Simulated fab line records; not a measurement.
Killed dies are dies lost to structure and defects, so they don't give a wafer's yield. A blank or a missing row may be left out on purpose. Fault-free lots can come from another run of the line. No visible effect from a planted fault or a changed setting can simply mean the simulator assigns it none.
Which tool did it? || flow berkeleyCmos170 || 11 lots with 33 wafers sampled at 5 steps, on a route of 331 steps

## WHAT EACH GAUGE READ, for each wafer
UCB170_START_THK_MEAS_03.
{"lot": "L610", "measured": "day 1 11:43", "on": "filmMetro-04", "START_OXIDE_THK (nm)": "20.6 20.7 20.2"}
{"lot": "L611", "measured": "day 1 20:13", "on": "filmMetro-04", "START_OXIDE_THK (nm)": "19.5 19.7 19.7"}
{"lot": "L612", "measured": "day 2 00:32", "on": "filmMetro-04", "START_OXIDE_THK (nm)": "20.0 19.9 19.8"}
{"lot": "L613", "measured": "day 2 07:28", "on": "filmMetro-03", "START_OXIDE_THK (nm)": "19.0 19.2 19.2"}
{"lot": "L614", "measured": "day 2 11:03", "on": "filmMetro-03", "START_OXIDE_THK (nm)": "19.6 20.1 20.2"}
{"lot": "L617", "measured": "day 3 04:44", "on": "filmMetro-03", "START_OXIDE_THK (nm)": "25.6 25.7 25.5"}
{"lot": "L618", "measured": "day 3 04:44", "on": "filmMetro-04", "START_OXIDE_THK (nm)": "25.9 25.5 25.8"}
{"lot": "L625", "measured": "day 4 16:05", "on": "filmMetro-03", "START_OXIDE_THK (nm)": "20.2 19.9 20.3"}
{"lot": "L626", "measured": "day 4 21:31", "on": "filmMetro-03", "START_OXIDE_THK (nm)": "20.4 20.6 20.7"}
{"lot": "L627", "measured": "day 5 02:32", "on": "filmMetro-01", "START_OXIDE_THK (nm)": "19.6 19.5 19.3"}
{"lot": "L633", "measured": "day 6 08:40", "on": "filmMetro-01", "START_OXIDE_THK (nm)": "19.9 19.8 20.0"}

UCB170_ACTIVE_CD_MEAS_13: target cd 1200 nm.
{"lot": "L610", "measured": "day 5 00:25", "on": "cdSem-01", "cdNm (nm)": "1200.3 1198.2 1198.7"}
{"lot": "L611", "measured": "day 5 00:40", "on": "cdSem-02", "cdNm (nm)": "1201.3 1200.8 1201.1"}
{"lot": "L612", "measured": "day 5 04:38", "on": "cdSem-01", "cdNm (nm)": "1200.9 1200.5 1200.8"}
{"lot": "L613", "measured": "day 5 04:20", "on": "cdSem-01", "cdNm (nm)": "1199.8 1198.3 1199.0"}
{"lot": "L614", "measured": "day 5 04:07", "on": "cdSem-02", "cdNm (nm)": "1199.8 1200.4 1200.8"}
{"lot": "L617", "measured": "day 6 09:28", "on": "cdSem-02", "cdNm (nm)": "1200.6 1200.3 1201.0"}
{"lot": "L618", "measured": "day 6 10:10", "on": "cdSem-02", "cdNm (nm)": "1198.9 1199.5 1200.0"}
{"lot": "L625", "measured": "day 7 08:08", "on": "cdSem-02", "cdNm (nm)": "1198.9 1198.8 1199.9"}
{"lot": "L626", "measured": "day 7 12:33", "on": "cdSem-01", "cdNm (nm)": "1199.5 1199.5 1199.0"}
{"lot": "L627", "measured": "day 8 07:36", "on": "cdSem-01", "cdNm (nm)": "1200.2 1199.1 1199.9"}
{"lot": "L633", "measured": "day 8 19:16", "on": "cdSem-01", "cdNm (nm)": "1197.8 1197.8 1198.3"}

UCB170_PFIELD_OVL_MEAS_06.
{"lot": "L610", "measured": "day 5 03:17", "on": "overlay-01", "PFIELD_OVL (nm)": "6 3 5"}
{"lot": "L611", "measured": "day 5 03:39", "on": "overlay-02", "PFIELD_OVL (nm)": "1 9 0"}
{"lot": "L612", "measured": "day 5 07:12", "on": "overlay-01", "PFIELD_OVL (nm)": "2 1 2"}
{"lot": "L613", "measured": "day 5 07:21", "on": "overlay-02", "PFIELD_OVL (nm)": "4 -5 -5"}
{"lot": "L614", "measured": "day 5 07:05", "on": "overlay-02", "PFIELD_OVL (nm)": "-7 -5 -8"}
{"lot": "L617", "measured": "day 6 13:47", "on": "overlay-01", "PFIELD_OVL (nm)": "-7 -8 -10"}
{"lot": "L618", "measured": "day 6 13:52", "on": "overlay-02", "PFIELD_OVL (nm)": "-2 -5 -9"}
{"lot": "L625", "measured": "day 7 11:51", "on": "overlay-01", "PFIELD_OVL (nm)": "-1 1 8"}
{"lot": "L626", "measured": "day 7 15:34", "on": "overlay-02", "PFIELD_OVL (nm)": "-7 -2 0"}
{"lot": "L627", "measured": "day 8 10:52", "on": "overlay-01", "PFIELD_OVL (nm)": "-1 -8 -4"}
{"lot": "L633", "measured": "day 9 00:14", "on": "overlay-02", "PFIELD_OVL (nm)": "8 2 -6"}

## WHAT TOOL EACH LOT RAN ON (gives the tool, then ch and the chambers of the sampled wafers, and finally the start)
{"lot": "L610", "UCB170_START_OXIDATION_02": "furnace-01 ch 0, day 1 10:13", "UCB170_PWELL_STRIP_16": "plasmaAsher-04 ch 0,1, day 3 11:24"}
{"lot": "L611", "UCB170_START_OXIDATION_02": "furnace-01 ch 0, day 1 18:43", "UCB170_PWELL_STRIP_16": "plasmaAsher-04 ch 0,1, day 3 19:01"}
{"lot": "L612", "UCB170_START_OXIDATION_02": "furnace-01 ch 0, day 1 22:58", "UCB170_PWELL_STRIP_16": "plasmaAsher-03 ch 0,1, day 3 19:36"}
{"lot": "L613", "UCB170_START_OXIDATION_02": "furnace-02 ch 0, day 2 05:58", "UCB170_PWELL_STRIP_16": "plasmaAsher-04 ch 0,1, day 4 04:14"}
{"lot": "L614", "UCB170_START_OXIDATION_02": "furnace-04 ch 0, day 2 09:32", "UCB170_PWELL_STRIP_16": "plasmaAsher-03 ch 0,1, day 4 04:18"}
{"lot": "L617", "UCB170_START_OXIDATION_02": "furnace-04 ch 0, day 3 03:14", "UCB170_PWELL_STRIP_16": "plasmaAsher-04 ch 0,1, day 5 03:07"}
{"lot": "L618", "UCB170_START_OXIDATION_02": "furnace-04 ch 0, day 3 03:14", "UCB170_PWELL_STRIP_16": "plasmaAsher-03 ch 0,1, day 5 03:23"}
{"lot": "L625", "UCB170_START_OXIDATION_02": "furnace-01 ch 0, day 4 14:35", "UCB170_PWELL_STRIP_16": "plasmaAsher-03 ch 0,1, day 6 03:29"}
{"lot": "L626", "UCB170_START_OXIDATION_02": "furnace-01 ch 0, day 4 20:01", "UCB170_PWELL_STRIP_16": "plasmaAsher-03 ch 0,1, day 6 08:44"}
{"lot": "L627", "UCB170_START_OXIDATION_02": "furnace-02 ch 0, day 5 01:01", "UCB170_PWELL_STRIP_16": "plasmaAsher-03 ch 0,1, day 7 01:10"}
{"lot": "L633", "UCB170_START_OXIDATION_02": "furnace-01 ch 0, day 6 07:10", "UCB170_PWELL_STRIP_16": "plasmaAsher-04 ch 0, day 7 15:57"}
- UCB170_START_OXIDATION_02: target thk 20 nm, ox time 1800 s.
- UCB170_PWELL_STRIP_16: strips in O2.

## AS READ BY THE TOOLS THEMSELVES (means over the sampled wafers that have a number; for cases with no such wafer, the mark the record gives instead)
UCB170_START_OXIDATION_02.
{"lot": "L610", "tool": "furnace-01", "oxTempC (C)": 950.4, "tube_center_temp_C_max": 952.7, "zonePowerLoadPct (%)": 33}
{"lot": "L611", "tool": "furnace-01", "oxTempC (C)": 950.1, "tube_center_temp_C_max": 952.3, "zonePowerLoadPct (%)": 32}
{"lot": "L612", "tool": "furnace-01", "oxTempC (C)": 950.2, "tube_center_temp_C_max": 953.1, "zonePowerLoadPct (%)": 32}
{"lot": "L613", "tool": "furnace-02", "oxTempC (C)": 950.0, "tube_center_temp_C_max": 953.0, "zonePowerLoadPct (%)": 29}
{"lot": "L614", "tool": "furnace-04", "oxTempC (C)": 950.2, "tube_center_temp_C_max": 952.5, "zonePowerLoadPct (%)": 25}
{"lot": "L617", "tool": "furnace-04", "oxTempC (C)": 950.1, "tube_center_temp_C_max": 952.3, "zonePowerLoadPct (%)": 25}
{"lot": "L618", "tool": "furnace-04", "oxTempC (C)": 949.7, "tube_center_temp_C_max": 952.6, "zonePowerLoadPct (%)": 25}
{"lot": "L625", "tool": "furnace-01", "oxTempC (C)": 950.0, "tube_center_temp_C_max": 952.5, "zonePowerLoadPct (%)": 32}
{"lot": "L626", "tool": "furnace-01", "oxTempC (C)": 950.1, "tube_center_temp_C_max": 952.5, "zonePowerLoadPct (%)": 32}
{"lot": "L627", "tool": "furnace-02", "oxTempC (C)": 949.9, "tube_center_temp_C_max": 952.6, "zonePowerLoadPct (%)": 30}
{"lot": "L633", "tool": "furnace-01", "oxTempC (C)": 949.9, "tube_center_temp_C_max": 952.9, "zonePowerLoadPct (%)": 32}

UCB170_PWELL_STRIP_16.
{"lot": "L610", "tool": "plasmaAsher-04", "drypumpMotorCurrentA (A)": 6.3, "oesProductAu (a.u.)": 0.718, "stripTimeToEndpointS (s)": 17.99}
{"lot": "L611", "tool": "plasmaAsher-04", "drypumpMotorCurrentA (A)": 6.5, "oesProductAu (a.u.)": 0.723, "stripTimeToEndpointS (s)": 18.15}
{"lot": "L612", "tool": "plasmaAsher-03", "drypumpMotorCurrentA (A)": 5.7, "oesProductAu (a.u.)": 0.719, "stripTimeToEndpointS (s)": 18.02}
{"lot": "L613", "tool": "plasmaAsher-04", "drypumpMotorCurrentA (A)": 6.3, "oesProductAu (a.u.)": 0.723, "stripTimeToEndpointS (s)": 18.14}
{"lot": "L614", "tool": "plasmaAsher-03", "drypumpMotorCurrentA (A)": 5.4, "oesProductAu (a.u.)": 0.720, "stripTimeToEndpointS (s)": 18.13}
{"lot": "L617", "tool": "plasmaAsher-04", "drypumpMotorCurrentA (A)": 6.2, "oesProductAu (a.u.)": 0.717, "stripTimeToEndpointS (s)": 18.11}
{"lot": "L618", "tool": "plasmaAsher-03", "drypumpMotorCurrentA (A)": 5.7, "oesProductAu (a.u.)": 0.722, "stripTimeToEndpointS (s)": 18.10}
{"lot": "L625", "tool": "plasmaAsher-03", "drypumpMotorCurrentA (A)": 5.7, "oesProductAu (a.u.)": 0.722, "stripTimeToEndpointS (s)": 18.07}
{"lot": "L626", "tool": "plasmaAsher-03", "drypumpMotorCurrentA (A)": 5.7, "oesProductAu (a.u.)": 0.721, "stripTimeToEndpointS (s)": 18.14}
{"lot": "L627", "tool": "plasmaAsher-03", "drypumpMotorCurrentA (A)": 5.7, "oesProductAu (a.u.)": 0.723, "stripTimeToEndpointS (s)": 18.20}
{"lot": "L633", "tool": "plasmaAsher-04", "drypumpMotorCurrentA (A)": 6.7, "oesProductAu (a.u.)": 0.722, "stripTimeToEndpointS (s)": 17.99}

## THE ANSWER, worked out from the rows above alone
Rule: the usual values come from the lots themselves. The widest of any qualifying gaps counts: lots, ordered by their means at a reading, are off when they make up no more than a third of the lots, leave a main group of 4 or more, and stand apart from it by 3 or more times the standard deviation of that group's means. A main group is skipped when, at the precision printed for the reading in the tables above, its means are all equal. Also off: a lot with no number at a reading for which 4 or more lots have one. Where the step has rows for the other lots, those lots are counted as sound. The gauges are gone through in route order, then the tools' own readings, and for those a lot's mean is taken as printed above. The first step at which some lot is off is used, and at that step the reading that is off furthest; a lot without a number counts as furthest.
Off: at UCB170_START_THK_MEAS_03 (START_OXIDE_THK), L617, L618. For the main group the mean is 19.9 nm and the standard deviation 0.44.
A tool fits if, at a process step before that reading, it ran every lot that is off, and no sound lot after the first of them. The gauges at UCB170_START_THK_MEAS_03 aren't tried: what is off there is off at UCB170_START_OXIDATION_02 too, on other tools, and a gauge's error can't cause that. One fits: UCB170_START_OXIDATION_02 on furnace-04. Its last sound lot is L614 (day 2 09:32), its first lot that is off L617 (day 3 03:14): a fault that began between those two fits.

## WHAT THE SIMULATOR HAD INSERTED
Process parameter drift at UCB170_START_OXIDATION_02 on furnace-04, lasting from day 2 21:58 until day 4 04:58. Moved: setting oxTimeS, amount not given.
Shown lots that were struck: L618, L617. The rule above reached the same finding.
